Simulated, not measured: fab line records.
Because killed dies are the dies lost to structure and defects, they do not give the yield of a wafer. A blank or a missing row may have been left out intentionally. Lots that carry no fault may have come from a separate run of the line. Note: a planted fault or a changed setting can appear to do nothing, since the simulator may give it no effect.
Split-lot trial + flow berkeley cmos170 + 23 wafers read from 5 lots, route of 331 steps

## THE SPLIT ITSELF
At UCB170_CONTACT_CVD_01 (deposits PSG from SiH4/O2/PH3, target thk 700 nm, time 2820 s), the setting time s was moved away from the recipe's 2820 s on 20 of the 23 wafers read, by -5.0% to +12.4%. This setting was run at the recipe's value on the other wafers.

## FROM THE SPLIT TO THE READING: what the file shows between them, 5 steps
- UCB170_CONTACT_THK_MEAS_02
- UCB170_CONTACT_SOFTBAKE_11: time 60 s (also split here: temp c)
- UCB170_CONTACT_EXPOSE_12: exposes mask CONT, target cd 700 nm
- UCB170_CONTACT_PEB_13
- UCB170_CONTACT_ETCH_17: etches BARC in N2/H2

## THE READING
oes product au, in a.u., at UCB170_CONTACT_ETCH_18 (etches PSG in CHF3/CF4/Ar, stops on TiSi2, target depth 840 nm, time 195 s). A value of 0.896 a.u. with a standard deviation of 0.0099 a.u. is what fault-free wafers of this fab line usually give.

| wafer  | tool, chamber at the split | time s as run, s | against the recipe | oes product au, a.u. | against lot-mates on the recipe |
|--------|----------------------------|------------------|--------------------|----------------------|---------------------------------|
| L075.2 | -, -                       | 3163             | +12.2%             | 0.946                | no lot-mate on the recipe       |
| L075.3 | -, -                       | 3163             | +12.2%             | 0.960                | no lot-mate on the recipe       |
| L075.4 | -, -                       | 3163             | +12.2%             | 0.962                | no lot-mate on the recipe       |
| L075.5 | -, -                       | 3163             | +12.2%             | 0.954                | no lot-mate on the recipe       |
| L075.6 | -, -                       | 3163             | +12.2%             | 0.944                | no lot-mate on the recipe       |
| L076.2 | -, -                       | 3169             | +12.4%             | 0.955                | no lot-mate on the recipe       |
| L076.3 | -, -                       | 3169             | +12.4%             | 0.973                | no lot-mate on the recipe       |
| L076.4 | -, -                       | 3169             | +12.4%             | 0.944                | no lot-mate on the recipe       |
| L076.5 | -, -                       | 3169             | +12.4%             | 0.944                | no lot-mate on the recipe       |
| L076.6 | -, -                       | 3169             | +12.4%             | 0.952                | no lot-mate on the recipe       |
| L078.1 | -, -                       | 3041             | +7.8%              | 0.945                | no lot-mate on the recipe       |
| L078.3 | -, -                       | 3041             | +7.8%              | 0.949                | no lot-mate on the recipe       |
| L078.4 | -, -                       | 3041             | +7.8%              | 0.934                | no lot-mate on the recipe       |
| L078.5 | -, -                       | 3041             | +7.8%              | 0.941                | no lot-mate on the recipe       |
| L078.6 | -, -                       | 3041             | +7.8%              | 0.920                | no lot-mate on the recipe       |
| L080.1 | lpcvd-02, 1                | 2820             | recipe             | 0.904                | -                               |
| L080.2 | lpcvd-02, 1                | 2820             | recipe             | 0.905                | -                               |
| L080.5 | lpcvd-02, 1                | 2820             | recipe             | 0.898                | -                               |
| L085.1 | -, -                       | 2678             | -5.0%              | 0.846                | no lot-mate on the recipe       |
| L085.2 | -, -                       | 2678             | -5.0%              | 0.870                | no lot-mate on the recipe       |
| L085.4 | -, -                       | 2678             | -5.0%              | 0.869                | no lot-mate on the recipe       |
| L085.5 | -, -                       | 2678             | -5.0%              | 0.879                | no lot-mate on the recipe       |
| L085.6 | -, -                       | 2678             | -5.0%              | 0.856                | no lot-mate on the recipe       |

FIT RESULTS
A straight line over all 23 wafers: oes product au changes by +0.00503 a.u. for each +1% of time s; r = +0.96; the points scatter about the line by 0.011 a.u.
Too few moved wafers have a lot-mate on the recipe to fit a line with each lot's own level taken away.

## THE WHOLE CHAIN: every reading that the file lists as answering this split, in the file's order
| step                       | what it does                                                               | reading                                                                       | change (the file's fit)                   | r (the file's) |
|----------------------------|----------------------------------------------------------------------------|-------------------------------------------------------------------------------|-------------------------------------------|----------------|
| UCB170_CONTACT_CVD_01      | deposits PSG from SiH4/O2/PH3, target thk 700 nm, time 2820 s              | PSG_of_CONTACT_CVD_01.thk nm (the simulator's own value, which no gauge read) | +7.31 nm for each +1% of the setting      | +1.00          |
| UCB170_CONTACT_THK_MEAS_02 |                                                                            | CONTACT_PSG_THK                                                               | +7.36 for each +1% of the setting         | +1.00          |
| UCB170_CONTACT_ETCH_18     | etches PSG in CHF3/CF4/Ar, stops on TiSi2, target depth 840 nm, time 195 s | oes product au                                                                | +0.00503 a.u. for each +1% of the setting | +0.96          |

## THE FILE'S OWN FIT
oes product au changes by +0.00503 a.u. for each +1% of time s, r = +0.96.
